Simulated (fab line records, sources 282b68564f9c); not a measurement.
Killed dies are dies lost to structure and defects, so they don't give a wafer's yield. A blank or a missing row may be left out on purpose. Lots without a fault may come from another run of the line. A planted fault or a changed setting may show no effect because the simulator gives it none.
Which tool did it? | flow rit_cmos | 13 lots, 39 wafers sampled, at 2 steps of a route of 202

WHAT THE GAUGES READ, wafer by wafer
RIT_GATE_THK_MEAS_09. Usual: GATE_POLY_THK 250.2 nm, standard deviation 2.
lot  | measured    | on            | GATE_POLY_THK (nm) | flag
L305 | day 2 12:24 | film_metro-02 | 251.6 250.4 249.5  |
L306 | day 2 17:50 | film_metro-02 | 247.6 248.5 249.2  |
L307 | day 2 21:42 | film_metro-02 | 251.2 249.8 250.1  |
L308 | day 3 06:01 | film_metro-02 | 248.4 248.6 247.8  |
L309 | day 3 08:48 | film_metro-01 | 252.9 253.5 251.0  |
L311 | day 3 18:19 | film_metro-02 | 248.7 248.9 249.5  |
L313 | day 4 04:05 | film_metro-02 | 247.1 246.1 247.8  |
L314 | day 4 08:46 | film_metro-03 | 249.2 249.4 248.8  |
L316 | day 4 21:41 | film_metro-01 | 249.7 248.1 251.4  |
L317 | day 5 00:22 | film_metro-01 | 247.8 249.5 249.2  |
L318 | day 5 04:04 | film_metro-01 | 250.7 252.2 250.1  |
L324 | day 6 12:05 | film_metro-02 | 225.1 223.5 227.5  | OFF
L326 | day 6 20:11 | film_metro-02 | 248.6 245.7 247.5  |

WHICH TOOL RAN EACH LOT (tool, then ch and the chambers of the sampled wafers, then the start)
lot  | RIT_GATE_CVD_08
L305 | lpcvd-02 ch 0, day 2 09:58
L306 | lpcvd-01 ch 0, day 2 15:25
L307 | lpcvd-02 ch 1, day 2 20:05
L308 | lpcvd-02 ch 1, day 3 03:35
L309 | lpcvd-01 ch 1, day 3 06:22
L311 | lpcvd-02 ch 0, day 3 16:40
L313 | lpcvd-02 ch 0, day 4 02:28
L314 | lpcvd-01 ch 1, day 4 06:19
L316 | lpcvd-02 ch 1, day 4 20:04
L317 | lpcvd-02 ch 1, day 4 22:44
L318 | lpcvd-01 ch 1, day 5 02:26
L324 | lpcvd-01 ch 0, day 6 10:27
L326 | lpcvd-02 ch 0, day 6 18:34
- RIT_GATE_CVD_08: deposits poly-Si from SiH4, target thk 250 nm, time 2220 s.

WHAT THE TOOLS THEMSELVES READ (means of the sampled wafers that have a number; where no wafer has one, the mark that the record gives instead)
RIT_GATE_CVD_08. Usual: pressure_mtorr 300.0 mTorr, standard deviation 0.66.
lot  | tool     | pressure_mtorr (mTorr) | flag
L305 | lpcvd-02 | 299.1                  |
L306 | lpcvd-01 | 300.5                  |
L307 | lpcvd-02 | 300.1                  |
L308 | lpcvd-02 | 300.8                  |
L309 | lpcvd-01 | 299.8                  |
L311 | lpcvd-02 | 299.9                  |
L313 | lpcvd-02 | 300.8                  |
L314 | lpcvd-01 | 299.4                  |
L316 | lpcvd-02 | 300.0                  |
L317 | lpcvd-02 | 298.9                  |
L318 | lpcvd-01 | 299.9                  |
L324 | lpcvd-01 | 239.7                  | OFF
L326 | lpcvd-02 | 299.1                  |

THE ANSWER, worked out from the rows above alone
Rule: a lot is off if the mean of its wafers that have a number lies more than 3 standard deviations from the usual mean. A lot without any number at a reading at which 4 lots or more have one is off too. The other lots that the step has rows for count as sound. The gauges are gone through in route order, then the tools' own readings, and for those a lot's mean is taken as printed above. The first step at which some lot is off is used, and at that step the reading that is off furthest; a lot without a number counts as furthest.
Off: L324, at RIT_GATE_THK_MEAS_09 (GATE_POLY_THK).
A tool fits if, at a process step before that reading, it ran every lot that is off, and no sound lot after the first of them. The gauges at RIT_GATE_THK_MEAS_09 aren't tried: what is off there is off at RIT_GATE_CVD_08 too, on other tools, and a gauge's error can't cause that. One fits: lpcvd-01 at RIT_GATE_CVD_08. Its last sound lot is L318 (day 5 02:26), its first lot that is off L324 (day 6 10:27): a fault that began between those two fits.
The tool's own readings at RIT_GATE_CVD_08 bear it out: on the lots that are off they differ by more than 5 times the standard deviation of the sound lots' means. pressure_mtorr reads 239.7 mTorr there against 299.9 mTorr on the sound lots.

WHAT THE SIMULATOR HAD PUT IN
Process parameter drift: lpcvd-01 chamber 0, from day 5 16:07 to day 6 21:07, at RIT_GATE_CVD_08. Setting pressure_mtorr, moved by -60, from 300. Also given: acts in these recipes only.
Lots struck among those shown: L324. The rule above found the same.
